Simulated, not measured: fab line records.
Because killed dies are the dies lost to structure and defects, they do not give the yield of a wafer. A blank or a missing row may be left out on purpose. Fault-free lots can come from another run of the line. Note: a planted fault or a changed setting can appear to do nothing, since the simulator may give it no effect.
One fault seen from 2 desks -- flow rit-cmos -- every desk sees just its own numbers, and what lay behind them comes last

## FROM THE METROLOGY DESK
What the gauges read, lot by lot, whatever tool the lot ran on: means of the sampled wafers that have a number. A lot is out of limits, marked OUT, if its mean lies more than 4 standard deviations from the usual mean; the brackets give that distance.
Columns: A = PSD_OVL at RIT_PSD_OVL_MEAS_06, usual -0.2 nm
lot,first seen here,A
L443,day 3 04:16,-0.3
L445,day 3 15:40,-0.0
L446,day 3 17:11,-0.0
L449,day 4 08:05,-1.2
L450,day 4 12:16,-1.1
L451,day 4 18:41,2.2
L452,day 4 21:41,-0.1
L453,day 5 01:57,0.3
L457,day 6 00:48,-1.0
L459,day 6 07:55,0.9
L463,day 7 03:47,1.7
L464,day 7 09:48,0.2
L465,day 7 15:29,0.8
L466,day 7 20:43,-2.9
Finding of this desk: none of the 14 lots has anything out of limits.

## DESK OF THE TOOL OWNER: pvd-sputter-04
The tool's own readings at RIT_M1_SPUTTER_00 (material Al, target thk 400 nm, time 500 s): means of the sampled wafers that have a number, for each lot that ran on this tool. A lot is out of limits, marked OUT, if its mean lies more than 4 standard deviations from the usual mean; the brackets give that distance.
Columns: A = throttle-valve-pct at RIT_M1_SPUTTER_00, usual 29.8 %
lot,first seen here,A
L443,day 3 08:38,29.7
L445,day 3 20:01,29.4
L453,day 5 06:35,30.0
L457,day 6 05:09,29.6
L459,day 6 12:31,30.0
L463,day 7 08:16,29.7
Finding of this desk: none of the 6 lots has anything out of limits.

## PUT TOGETHER
At the metrology desk, nothing out of limits was observed.
The tool owner's desk saw nothing out of limits.

## WHAT THE SIMULATOR HAD INSERTED
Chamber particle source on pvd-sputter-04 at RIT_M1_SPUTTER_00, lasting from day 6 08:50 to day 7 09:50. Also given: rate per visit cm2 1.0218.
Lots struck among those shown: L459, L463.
